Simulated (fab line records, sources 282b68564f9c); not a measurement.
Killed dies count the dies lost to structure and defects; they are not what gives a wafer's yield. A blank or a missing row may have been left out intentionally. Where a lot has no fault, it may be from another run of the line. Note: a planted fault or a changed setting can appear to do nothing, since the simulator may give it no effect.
fab line records + flow rit_cmos
record
- lots=6
- wafers=18
- last_day=6
route steps=202 shown GATE@94 REOX@98 NLDD@103
lots that met no fault: taken from a fault-free run of the same line
start_h: hours from the record's first day to the start of the lot's first wafer shown + wait_h: how many hours have passed since the lot's step before this one + " unchanged from the row above + L1.1+2: a single row standing in for several wafers + - either no value or no given start + * or withheld: withheld + < > ~ a bound
route shown NAME@n: a module of which the file shows steps, and the number in the route of the first + usual: the fault-free wafers' mean and standard deviation + same: alike in all rows + chamber/n: place in a boat + sites: each site's reading + _std_site: the standard deviation of these + _edge_site: inner sites' mean taken away from outer sites' mean + radius_mm: how far each site lies from the wafer's centre + mask NAME#n: copy n + behind: the most recent tool/chamber to have shaped the wafer + hold: why the lot went on hold/how many hours it stayed there/how the hold came to an end + device: transistor that didn't switch, given as n, p or np + end of line: tests run on the same wafers once the route is complete + where a step has no rows: the recipe by itself + killed: dies that structure and defects cost at the first sort, which is not the same as the wafer's yield + map: per-die view of a wafer (x killed, . not killed, _ where there is no die)
set.NAME: the setting the step ran with; set.NAME@STEP: the setting that earlier step ran with + model.NAME: the simulator's own value behind a step, which no gauge read
a table for each step, a row for each wafer; lots at some steps of the route
services: the hour from which a tool's chamber was out of use, counted from the record's first day as start_h (under 0 if before that day), plus the number of hours and why
## steps
# step RIT_GATE_HARDBAKE_18
# recipe
- resist=NOVOLAK
- temp_c=140
- time_s=60
# step RIT_GATE_ETCH_19
# recipe
- chemistry=SF6/CHF3/O2
- time_s=165
- SF6_flow_sccm=30
- CHF3_flow_sccm=30
- O2_flow_sccm=5
- target=poly-Si
- pressure_mtorr=40
- rf_w=160
- target_depth_a=3125
- over_etch_frac=0.25
- stop_on=SiO2
# usual
- drypump_motor_current_A=5.50/0.2
- oes_product_au=0.851/0.013
- throttle_valve_pct=10.22/0.14
| lot.wafer | tool      | chamber | start_h | wait_h | drypump_motor_current_A | oes_product_au | rf_hours_counter_h | throttle_valve_pct |
|-----------|-----------|---------|---------|--------|-------------------------|----------------|--------------------|--------------------|
| L161.2    | rie_si-02 | 1       | 45.32   | 0.1    | 5.55                    | 0.838          | 142                | 10.22              |
| L161.4    | "         | 2       | "       | "      | 5.40                    | 0.867          | 1                  | 10.16              |
| L161.5    | "         | 3       | "       | "      | 5.36                    | 0.840          | -                  | 10.42              |
| L163.1    | rie_si-02 | 2       | 56.73   | 0.1    | 5.39                    | 0.875          | 1                  | 10.17              |
| L163.2    | "         | 3       | "       | "      | 5.32                    | 0.831          | 143                | 10.42              |
| L163.4    | "         | 0       | "       | "      | 5.81                    | 0.857          | 149                | 10.26              |
| L170.1    | rie_si-01 | 0       | 87.34   | 0.1    | 5.12                    | 0.858          | 127                | 10.15              |
| L170.4    | "         | 1       | "       | "      | 5.74                    | 0.851          | 49                 | 9.96               |
| L170.6    | "         | 2       | "       | "      | 5.49                    | 0.864          | -                  | 10.37              |
| L171.3    | rie_si-02 | 2       | 97.60   | 0.1    | 5.40                    | 0.855          | 1                  | 10.15              |
| L171.4    | "         | 1       | "       | "      | 5.60                    | 0.826          | 143                | 10.22              |
| L171.5    | "         | 0       | "       | "      | 5.77                    | 0.854          | -                  | 10.23              |
| L172.3    | rie_si-01 | 0       | 99.41   | 0.1    | 5.11                    | 0.850          | 127                | 10.15              |
| L172.4    | "         | 3       | "       | "      | 5.51                    | 0.828          | 7                  | 10.21              |
| L172.5    | "         | 0       | "       | "      | 5.09                    | 0.841          | -                  | 10.16              |
| L178.1    | rie_si-01 | 0       | 129.25  | 0.1    | 5.12                    | 0.864          | 128                | 10.15              |
| L178.4    | "         | 3       | "       | "      | 5.53                    | 0.836          | 7                  | 10.20              |
| L178.5    | "         | 0       | "       | "      | 5.13                    | 0.854          | -                  | 10.15              |
# step RIT_GATE_STRIP_20
# recipe
- chemistry=O2
- time_s=180
- resist=NOVOLAK
- platen_temp_c=withheld
- power_w=500
- pressure_mtorr=4000
- o2_flow_sccm=4000
# usual
- drypump_motor_current_A=6.0/0.39
| lot.wafer | tool            | chamber | start_h | wait_h | drypump_motor_current_A | rf_hours_counter_h |
|-----------|-----------------|---------|---------|--------|-------------------------|--------------------|
| L161.2    | plasma_asher-04 | 1       | 45.43   | 0.1    | 5.4                     | 40                 |
| L161.4    | "               | 1       | "       | "      | 5.4                     | -                  |
| L161.5    | "               | 1       | "       | "      | 5.4                     | -                  |
| L163.1    | plasma_asher-02 | 0       | 56.84   | 0.1    | 6.1                     | 27                 |
| L163.2    | "               | 1       | "       | "      | 6.4                     | 27                 |
| L163.4    | "               | 0       | "       | "      | 6.1                     | -                  |
| L170.1    | plasma_asher-04 | 1       | 87.45   | 0.1    | 5.4                     | 44                 |
| L170.4    | "               | 1       | "       | "      | 5.5                     | -                  |
| L170.6    | "               | 1       | "       | "      | 5.4                     | -                  |
| L171.3    | plasma_asher-02 | 0       | 97.77   | 0.1    | 6.1                     | -                  |
| L171.4    | "               | 1       | "       | "      | 6.4                     | -                  |
| L171.5    | "               | 0       | "       | "      | 6.1                     | -                  |
| L172.3    | plasma_asher-03 | 0       | 99.58   | 0.1    | 6.4                     | -                  |
| L172.4    | "               | 1       | "       | "      | 5.6                     | -                  |
| L172.5    | "               | 0       | "       | "      | 6.5                     | -                  |
| L178.1    | plasma_asher-04 | 1       | 129.36  | 0.1    | 5.4                     | 1                  |
| L178.4    | "               | 1       | "       | "      | 5.4                     | -                  |
| L178.5    | "               | 0       | "       | "      | 6.0                     | -                  |
# step RIT_GATE_CD_MEAS_90
# recipe
- target_cd_nm=150
# usual
- cd_nm=150.6/2
| lot.wafer | tool      | chamber | start_h | wait_h | cd_nm |
|-----------|-----------|---------|---------|--------|-------|
| L161.2    | cd_sem-02 | -       | 45.62   | 0.1    | 151.7 |
| L161.4    | "         | -       | "       | "      | 150.5 |
| L161.5    | "         | -       | "       | "      | 151.8 |
| L163.1    | cd_sem-01 | -       | 57.01   | 0.1    | 148.1 |
| L163.2    | "         | -       | "       | "      | 148.3 |
| L163.4    | "         | -       | "       | "      | 148.9 |
| L170.1    | cd_sem-02 | -       | 87.62   | 0.1    | 153.4 |
| L170.4    | "         | -       | "       | "      | 150.5 |
| L170.6    | "         | -       | "       | "      | 152.9 |
| L171.3    | cd_sem-01 | -       | 97.92   | 0.1    | 149.1 |
| L171.4    | "         | -       | "       | "      | 151.6 |
| L171.5    | "         | -       | "       | "      | 150.6 |
| L172.3    | cd_sem-01 | -       | 99.73   | 0.1    | 149.8 |
| L172.4    | "         | -       | "       | "      | 148.4 |
| L172.5    | "         | -       | "       | "      | 151.5 |
| L178.1    | cd_sem-02 | -       | 129.53  | 0.1    | 151.3 |
| L178.4    | "         | -       | "       | "      | 151.7 |
| L178.5    | "         | -       | "       | "      | 152.1 |
# step RIT_REOX_CLEAN_00
# recipe
- chemistry=SC1
- mix=3:3:50
- time_s=600
- temp_c=75
# step RIT_REOX_CLEAN_01
# recipe
- chemistry=dHF
- dilution=50:1
- time_s=30
# step RIT_REOX_CLEAN_02
# recipe
- chemistry=SC2
- mix=3:3:50
- time_s=600
- temp_c=75
- dry=n2_spin
# step RIT_REOX_OXIDATION_03
# recipe
- temp_c=900
- ambient=O2
- target_thk_a=252
- ox_time_s=5580
# step RIT_REOX_THK_MEAS_04
# recipe
- reads=SiO2_of_REOX_OXIDATION_03
# usual
- REOX_OXIDE_THK=25.2/0.45
| lot.wafer | tool          | chamber | start_h | wait_h | REOX_OXIDE_THK[nm] |
|-----------|---------------|---------|---------|--------|--------------------|
| L161.2    | film_metro-01 | -       | 49.46   | 0.0    | 25.5               |
| L161.4    | "             | -       | "       | "      | 25.3               |
| L161.5    | "             | -       | "       | "      | 25.6               |
| L163.1    | film_metro-01 | -       | 60.58   | 0.0    | 25.8               |
| L163.2    | "             | -       | "       | "      | 25.5               |
| L163.4    | "             | -       | "       | "      | 25.6               |
| L170.1    | film_metro-03 | -       | 90.92   | 0.0    | 25.8               |
| L170.4    | "             | -       | "       | "      | 25.2               |
| L170.6    | "             | -       | "       | "      | 25.3               |
| L171.3    | film_metro-03 | -       | 101.35  | 0.0    | 24.7               |
| L171.4    | "             | -       | "       | "      | 25.1               |
| L171.5    | "             | -       | "       | "      | 25.6               |
| L172.3    | film_metro-04 | -       | 103.90  | 0.0    | 25.1               |
| L172.4    | "             | -       | "       | "      | 25.0               |
| L172.5    | "             | -       | "       | "      | 24.9               |
| L178.1    | film_metro-01 | -       | 132.59  | 0.0    | 25.3               |
| L178.4    | "             | -       | "       | "      | 25.5               |
| L178.5    | "             | -       | "       | "      | 25.3               |
# step RIT_NLDD_HMDS_00
# recipe
- prime_time_s=60
- prime_temp_c=140
# step RIT_NLDD_COAT_01
# recipe
- resist=NOVOLAK
- spin_rpm=3250
- resist_thk_nm=1000
# step RIT_NLDD_SOFTBAKE_02
# recipe
- resist=NOVOLAK
- temp_c=90
- time_s=60
# step RIT_NLDD_EXPOSE_03
# recipe
- mask_id=M7
- na=0.57
- target_cd_nm=40700
- dose_mj=250
# usual
- exposure_dose_mJ_cm2=250.07/0.26
- focus_offset_nm=0.0/0.46
| lot.wafer | tool             | chamber | start_h | wait_h | mask | exposure_dose_mJ_cm2 | focus_offset_nm |
|-----------|------------------|---------|---------|--------|------|----------------------|-----------------|
| L161.2    | iline_stepper-01 | 0       | 50.10   | 0.2    | M7#0 | 250.06               | -0.2            |
| L161.4    | "                | 0       | "       | "      | M7#0 | 249.68               | 0.0             |
| L161.5    | "                | 0       | "       | "      | M7#0 | 250.00               | -0.4            |
| L163.1    | iline_stepper-02 | 0       | 61.33   | 0.4    | M7#0 | 250.25               | -0.1            |
| L163.2    | "                | 0       | "       | "      | M7#0 | 250.58               | -0.1            |
| L163.4    | "                | 0       | "       | "      | M7#0 | 250.50               | 0.1             |
| L170.1    | iline_stepper-02 | -       | 91.43   | 0.1    | M7#0 | -                    | -               |
| L170.4    | "                | -       | "       | "      | M7#0 | -                    | -               |
| L170.6    | "                | -       | "       | "      | M7#0 | -                    | -               |
| L171.3    | iline_stepper-02 | -       | 101.88  | 0.1    | M7#0 | -                    | -               |
| L171.4    | "                | -       | "       | "      | M7#0 | -                    | -               |
| L171.5    | "                | -       | "       | "      | M7#0 | -                    | -               |
| L172.3    | iline_stepper-01 | 0       | 104.56  | 0.2    | M7#0 | 249.93               | 0.4             |
| L172.4    | "                | 0       | "       | "      | M7#0 | 249.63               | 0.4             |
| L172.5    | "                | 0       | "       | "      | M7#0 | 250.06               | -0.3            |
| L178.1    | iline_stepper-01 | 0       | 133.22  | 0.2    | M7#0 | 249.99               | 0.4             |
| L178.4    | "                | 0       | "       | "      | M7#0 | 250.13               | 0.1             |
| L178.5    | "                | 0       | "       | "      | M7#0 | 249.79               | -0.3            |
# step RIT_NLDD_PEB_04
# recipe
- resist=NOVOLAK
- temp_c=withheld
- time_s=withheld
## services
| tool             | chamber | start_h | hours | kind           |
|------------------|---------|---------|-------|----------------|
| iline_stepper-01 | -       | 24.98   | 1.7   | pm             |
| rie_si-01        | 2       | 26.67   | 2.1   | repair         |
| rie_si-02        | 0       | 67.45   | 2.5   | repair         |
| rie_si-02        | 2       | 72.35   | 3.4   | repair         |
| iline_stepper-01 | 0       | 82.56   | -     | calibration    |
| plasma_asher-03  | -       | 99.70   | 4.1   | repair         |
| plasma_asher-04  | -       | 108.75  | 9.0   | pm             |
| plasma_asher-04  | 0       | 108.75  | 9.0   | vent_cycle     |
| plasma_asher-04  | 1       | 108.75  | 9.0   | vent_cycle     |
| rie_si-02        | 0       | 116.19  | -     | clean          |
| rie_si-02        | 0       | 116.19  | 20.9  | scheduled_down |
| rie_si-02        | 0       | 116.19  | 20.9  | vent_cycle     |
| plasma_asher-04  | 0       | 117.75  | -     | clean          |
| plasma_asher-04  | 1       | 117.75  | -     | clean          |
| iline_stepper-02 | -       | 124.47  | 1.7   | pm             |
## key
first_sign
- step=RIT_NLDD_EXPOSE_03
- reading=tool_record
- direction=missing
effect none on later readings
met_at RIT_NLDD_EXPOSE_03
struck_wafers L170.1,L170.4,L170.6,L171.3,L171.4,L171.5
sort_left_out L170.1,L170.4,L170.6,L171.3,L171.4,L171.5
tester_left_out L170,L171
onset_between 61.33 91.43
fault
- kind=skipped_step_whole
- tool=iline_stepper-02
- chamber=-
- onset_h=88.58
- steps=RIT_NLDD_EXPOSE_03
- scope=struck_lots_only
# tester_left_out: of these lots the tester's yield and bins aren't shown, on N5 and GAA mostly nor the transistor test; their killed dies are dies lost to structure and defects alone, not to doping, threshold or leakage, so they don't give the yield
# sort_left_out: the simulated sort isn't trusted on such a fault, so these wafers' sort isn't shown, and their yield isn't known
